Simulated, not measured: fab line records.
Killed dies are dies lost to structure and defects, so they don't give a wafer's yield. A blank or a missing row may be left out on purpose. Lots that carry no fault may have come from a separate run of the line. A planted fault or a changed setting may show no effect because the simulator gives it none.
Chamber matching ; flow berkeleyCmos170 ; UCB170_V1_CMP_02 on cmp-02 has 4 sister chambers
The step polishes SiO2. 14 wafers are shown with their chamber, then 6 later ones without.

EACH WAFER AND ITS CHAMBER
wafer;chamber;motorCurrentA (A);slurryFlowMlMin;edgeZonePressureFrac
L429.3;1;14.8;150.0;1.003
L429.4;2;15.6;149.3;0.997
L429.6;1;14.9;150.2;1.003
L431.1;3;14.6;150.0;1.002
L431.2;1;15.7;150.8;1.003
L431.3;0;18.8;149.6;0.999
L437.1;2;15.8;150.3;1.001
L437.4;1;15.2;150.0;0.999
L437.6;2;16.1;151.0;0.994
L438.4;2;16.6;151.1;0.995
L438.6;1;15.4;150.5;0.995
L447.1;2;15.7;149.9;1.010
L447.5;1;14.6;149.7;1.001
L447.6;2;16.2;149.9;1.013

SIGNATURES (means of the wafers above)
reading;chamber 0;chamber 1;chamber 2;chamber 3;scatter within a chamber
motorCurrentA;18.800;15.100;16.000;14.600;0.392
slurryFlowMlMin;149.600;150.200;150.250;150.000;0.567
edgeZonePressureFrac;0.99900;1.00067;1.00167;1.00200;0.00612
Rule: a wafer's distance from a chamber is the root of the sum, over the readings, of the square of ((its reading less the chamber's mean) divided by the reading's scatter). The wafer belongs to the nearest chamber; if the next one is less than 2 further off, it can't be placed. The scatter: take each reading less its chamber's mean, square it, sum over the shown wafers, divide by the number of wafers less the number of chambers, and take the root.

WAFERS WITHOUT THEIR CHAMBER
wafer;motorCurrentA (A);slurryFlowMlMin;edgeZonePressureFrac
L451.1;15.1;150.2;1.000
L451.2;19.2;149.7;0.998
L451.6;16.7;150.0;1.003
L452.1;15.1;150.4;0.998
L452.3;19.5;149.8;0.995
L452.6;19.2;150.2;0.999

CHAMBER TAKEN BY EACH
wafer;from the rows above;in truth
L451.1;can't be placed: 1 or 3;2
L451.2;0;0
L451.6;2;2
L452.1;can't be placed: 1 or 3 or 2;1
L452.3;0;0
L452.6;0;0
Placed correctly: 4 of 6. Can't be placed from these rows: 2 (the true chamber is among the candidates in 1). 0 placed wrongly.
